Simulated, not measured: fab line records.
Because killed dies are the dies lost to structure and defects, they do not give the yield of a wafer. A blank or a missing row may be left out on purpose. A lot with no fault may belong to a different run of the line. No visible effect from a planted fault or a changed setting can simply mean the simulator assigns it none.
Which of the tools did it? -- flow berkeleyCmos170 -- 7 lots with 21 wafers sampled at 2 steps, on a route of 331 steps

## WHAT EACH GAUGE READ, for each wafer
UCB170_PLDD_TW_MEAS_11.
lot,measured,on,PLDD_TW
L598,day 8 03:40,filmMetro-01,1017 1016 1018
L602,day 8 22:13,filmMetro-01,1011 1012 1008
L601,day 8 22:43,filmMetro-02,1002 1003 997
L607,day 9 03:51,filmMetro-03,948 953 949
L613,day 10 18:30,filmMetro-03,1014 1006 1010
L615,day 11 03:13,filmMetro-02,994 1004 991
L620,day 12 02:30,filmMetro-01,1011 1010 1016

## EACH LOT AND THE TOOL THAT RAN IT (in order: tool; ch and the chambers of the sampled wafers; start)
lot,UCB170_PLDD_IMPLANT_08
L598,"implanter-04 ch 0, day 8 03:17"
L602,"implanter-04 ch 0, day 8 21:50"
L601,"implanter-01 ch 0, day 8 22:19"
L607,"implanter-01 ch 0, day 9 03:27"
L613,"implanter-04 ch 0, day 10 18:07"
L615,"implanter-04 ch 0, day 11 02:51"
L620,"implanter-04 ch 0, day 12 02:06"
- UCB170_PLDD_IMPLANT_08

## THE ANSWER, worked out from the rows above alone
Rule: usual is defined by the lots themselves. Put in order of their means at a reading, lots are off if they are a third of the lots or fewer, leave a main group of 4 or more, and stand apart from it by a gap of 3 or more times the standard deviation of the main group's means; of several such gaps the widest counts. A main group is skipped when, at the precision printed for the reading in the tables above, its means are all equal. A lot without any number at a reading at which 4 lots or more have one is off too. Any other lot the step has rows for is counted as sound.
Off: L607, at UCB170_PLDD_TW_MEAS_11 (PLDD_TW). Main group: mean 1008, sd 7.1.
A tool fits if, at a process step before that reading, it ran every lot that is off, and no sound lot after the first of them. The gauges at UCB170_PLDD_TW_MEAS_11 are tried like those tools. One candidate fits, namely implanter-01 at UCB170_PLDD_IMPLANT_08. Its last sound lot is L601 (day 8 22:19), its first lot that is off L607 (day 9 03:27): a fault that began between those two fits.

## WHAT THE SIMULATOR PUT IN
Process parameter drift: implanter-01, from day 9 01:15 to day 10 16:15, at UCB170_PLDD_IMPLANT_08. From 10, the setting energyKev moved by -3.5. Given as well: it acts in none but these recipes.
Shown lots that were struck: L607. The rule above reached the same finding.
